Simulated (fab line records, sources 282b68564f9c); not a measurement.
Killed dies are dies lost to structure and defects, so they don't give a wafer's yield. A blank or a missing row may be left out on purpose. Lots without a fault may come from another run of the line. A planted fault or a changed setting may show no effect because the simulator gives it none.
fab line records | flow rit_cmos
record lots=6 wafers=18 last_day=7
route steps=202 shown GATE@76 FOX2@80 M1@202
lots that met no fault: from a run of the same line without faults
start_h: hours from the record's first day to the start of the lot's first wafer shown | wait_h: hours since the lot's step before | " the same as in the row above | L1.1+2: a row that stands for several wafers | - no value, or no start given | * or withheld: withheld | < > ~ a bound
route shown NAME@n: a module of which the file shows steps, and the number in the route of the first | usual: mean/standard deviation of fault-free wafers | same: alike in all rows | chamber/n: place in a boat | sites: the reading at each site | _std_site: their standard deviation | _edge_site: outer sites' mean less inner sites' | radius_mm: how far each site lies from the wafer's centre | mask NAME#n: copy n | behind: the tool/chamber that last shaped the wafer | hold: why the lot was held/for how many hours/how that ended | device: the transistor (n, p or np) that didn't switch | end of line: the same wafers' tests at the end of the route | a step without rows: its recipe alone | killed: dies lost to structure and defects at the first sort, not the wafer's yield | map: a wafer's dies, x killed, . not, _ none there
set.NAME: the setting as run; set.NAME@STEP: as run at that earlier step | model.NAME: the simulator's own value behind a step, which no gauge read
lots at some steps of the route; a table a step, a row a wafer
## steps
# step RIT_GATE_CLEAN_01
# recipe chemistry=SC1 mix=3:3:50 time_s=600 temp_c=75
# step RIT_GATE_CLEAN_02
# recipe chemistry=dHF dilution=50:1 time_s=30
# step RIT_GATE_CLEAN_03
# recipe chemistry=SC2 mix=3:3:50 time_s=600 temp_c=75 dry=n2_spin
# step RIT_GATE_CLEAN_04
# recipe chemistry=dHF dilution=50:1 time_s=60 dry=n2_spin
# step RIT_FOX2_THK_MEAS_91
# recipe reads=SiO2_of_FOX2_OXIDATION_00
# usual FIELD_OXIDE_LEFT_2_THK=247/6.2
# columns lot.wafer tool chamber start_h wait_h FIELD_OXIDE_LEFT_2_THK[nm]
L538.2 film_metro-04 - 48.01 0.0 245
L538.3 " - " " 246
L538.5 " - " " 247
L539.3 film_metro-03 - 53.20 0.0 241
L539.4 " - " " 240
L539.5 " - " " 245
L546.1 film_metro-02 - 89.58 0.0 245
L546.2 " - " " 247
L546.4 " - " " 240
L548.3 film_metro-02 - 97.96 0.0 238
L548.4 " - " " 244
L548.5 " - " " 236
L556.2 film_metro-04 - 137.62 0.0 254
L556.3 " - " " 255
L556.6 " - " " 256
L558.1 film_metro-03 - 146.99 0.0 247
L558.3 " - " " 246
L558.5 " - " " 245
# step RIT_GATE_OXIDATION_05
# recipe temp_c=900 ambient=O2 target_thk_a=30 ox_time_s=270
# step RIT_GATE_ANNEAL_06
# recipe temp_c=900 time_s=600 ambient=N2O
# step RIT_GATE_THK_MEAS_07
# recipe reads=SiO2_of_GATE_OXIDATION_05
# usual GATE_OXIDE_THK=3.00/0.065
# columns lot.wafer tool chamber start_h wait_h GATE_OXIDE_THK[nm]
L538.2 film_metro-02 - 49.40 0.0 2.99
L538.3 " - " " 3.02
L538.5 " - " " 3.07
L539.3 film_metro-03 - 54.58 0.0 3.00
L539.4 " - " " 2.98
L539.5 " - " " 2.95
L546.1 film_metro-03 - 90.96 0.0 2.98
L546.2 " - " " 2.98
L546.4 " - " " 2.88
L548.3 film_metro-04 - 99.34 0.0 3.03
L548.4 " - " " 2.99
L548.5 " - " " 3.00
L556.2 film_metro-04 - 139.36 0.0 3.05
L556.3 " - " " 3.02
L556.6 " - " " 3.00
L558.1 film_metro-04 - 148.38 0.0 3.06
L558.3 " - " " 3.08
L558.5 " - " " 3.13
# step RIT_GATE_CVD_08
# recipe material=poly-Si target_thk_nm=250 temp_c=610 precursor=SiH4 time_s=2220 pressure_mtorr=300 sih4_flow_sccm=100
# step RIT_GATE_THK_MEAS_09
# recipe reads=poly-Si_of_GATE_CVD_08
# usual GATE_POLY_THK=250.5/2.3
# columns lot.wafer tool chamber start_h wait_h GATE_POLY_THK[nm]
L538.2 film_metro-02 - 52.33 0.0 250.7
L538.3 " - " " 251.3
L538.5 " - " " 251.4
L539.3 film_metro-02 - 56.26 0.0 251.9
L539.4 " - " " 253.1
L539.5 " - " " 251.9
L546.1 film_metro-02 - 92.64 0.0 253.4
L546.2 " - " " 254.0
L546.4 " - " " 254.4
L548.3 film_metro-02 - 101.83 0.0 252.8
L548.4 " - " " 249.3
L548.5 " - " " 252.3
L556.2 film_metro-03 - 141.04 0.0 250.2
L556.3 " - " " 250.7
L556.6 " - " " 249.0
L558.1 film_metro-04 - 150.06 0.0 248.5
L558.3 " - " " 245.5
L558.5 " - " " 248.7
# step RIT_GATE_HMDS_10
# recipe prime_time_s=60 prime_temp_c=140
# step RIT_GATE_COAT_11
# recipe resist=NOVOLAK spin_rpm=4250 resist_thk_nm=850
# step RIT_GATE_SOFTBAKE_12
# recipe resist=NOVOLAK temp_c=90 time_s=60
# usual heater_power_total_W=34.57/0.049 plate_temp_C=90.01/0.12
# columns lot.wafer tool chamber start_h wait_h heater_power_total_W plate_temp_C
L538.2 litho_track-04 0 52.78 0.1 34.61 90.04
L538.3 " 0 " " 34.54 89.84
L538.5 " 0 " " 34.48 89.92
L539.3 litho_track-04 0 56.65 0.1 34.63 89.92
L539.4 " 0 " " 34.55 90.12
L539.5 " 0 " " 34.48 89.82
L546.1 litho_track-03 0 93.00 0.1 34.62 90.12
L546.2 " 0 " " 34.57 90.08
L546.4 " 0 " " 34.51 90.05
L548.3 litho_track-04 0 102.22 0.1 34.61 90.11
L548.4 " 0 " " 34.59 90.21
L548.5 " 0 " " 34.50 90.25
L556.2 litho_track-04 0 141.41 0.1 35.40 91.38
L556.3 " 0 " " 35.33 91.45
L556.6 " 0 " " 35.39 91.35
L558.1 litho_track-04 0 150.41 0.1 35.39 91.70
L558.3 " 0 " " 35.46 91.44
L558.5 " 0 " " 35.42 91.62
# step RIT_GATE_EXPOSE_13
# recipe mask_id=M6 na=0.6 source_shape=conventional sigma_outer=0.6 target_cd_nm=150 dose_mj=371.2
# step RIT_M1_PROBE_99
# usual killed_at_contacts=0.1/0.31 killed_at_front_end=7/3.2 killed_dies=7/3.2 killed_open=3.6/2.1 killed_short=3.5/2.1
# same gross_dies=264 killed_at_M0_to_M3=0 killed_at_M4_up=0 killed_at_back_side=0 killed_at_other=0
# columns lot.wafer tool chamber start_h wait_h killed_at_contacts killed_at_front_end killed_dies killed_open killed_short
L539.3 prober-02 - 78.05 0.2 0 6 6 4 2
L539.4 prober-02 - 78.10 0.2 0 5 5 2 3
L539.5 prober-02 - 78.15 0.2 0 3 3 2 1
L548.3 prober-01 - 123.77 0.2 0 5 5 3 2
L548.4 prober-01 - 123.82 0.2 0 6 6 5 1
L548.5 prober-01 - 123.87 0.2 0 8 8 4 4
# killed by level:class
L539.3 GATE:geometric_particle:open=4 FOX1:geometric_particle:short=1 GATE:geometric_particle:short=1
L539.4 GATE:geometric_particle:short=1 REOX:geometric_particle:open=1 SPACER:geometric_particle:short=1 SILICIDE:geometric_particle:short=1 SILICIDE:geometric_particle:open=1
L539.5 SPACER:geometric_particle:open=1 SILICIDE:geometric_particle:short=1 SILICIDE:geometric_particle:open=1
L548.3 GATE:geometric_particle:open=3 FOX1:geometric_particle:short=2
L548.4 FOX1:geometric_particle:open=2 GATE:geometric_particle:open=2 FOX2:geometric_particle:short=1 SPACER:geometric_particle:open=1
L548.5 GATE:geometric_particle:open=2 SPACER:geometric_particle:short=2 FOX2:geometric_particle:short=1 GATE:geometric_particle:short=1 REOX:geometric_particle:open=1 SPACER:geometric_particle:open=1
## key
first_sign step=RIT_GATE_SOFTBAKE_12 reading=heater_power_total_W direction=up sigmas=17 usual=34.57 struck=35.40
effect step=RIT_GATE_SOFTBAKE_12 reading=plate_temp_C direction=up sigmas=12 usual=* struck=*
met_at RIT_GATE_SOFTBAKE_12
struck_wafers L556.2,L556.3,L556.6,L558.1,L558.3,L558.5
tester_left_out L556,L558
onset_between 102.22 141.41
fault kind=process_parameter_drift tool=litho_track-04 chamber=- onset_h=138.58 steps=RIT_GATE_SOFTBAKE_12 channel=temp_c offset=* shape=step end_h=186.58 acts_in=* stated=*
# tester_left_out: of these lots the tester's yield and bins aren't shown, on N5 and GAA mostly nor the transistor test; their killed dies are dies lost to structure and defects alone, not to doping, threshold or leakage, so they don't give the yield
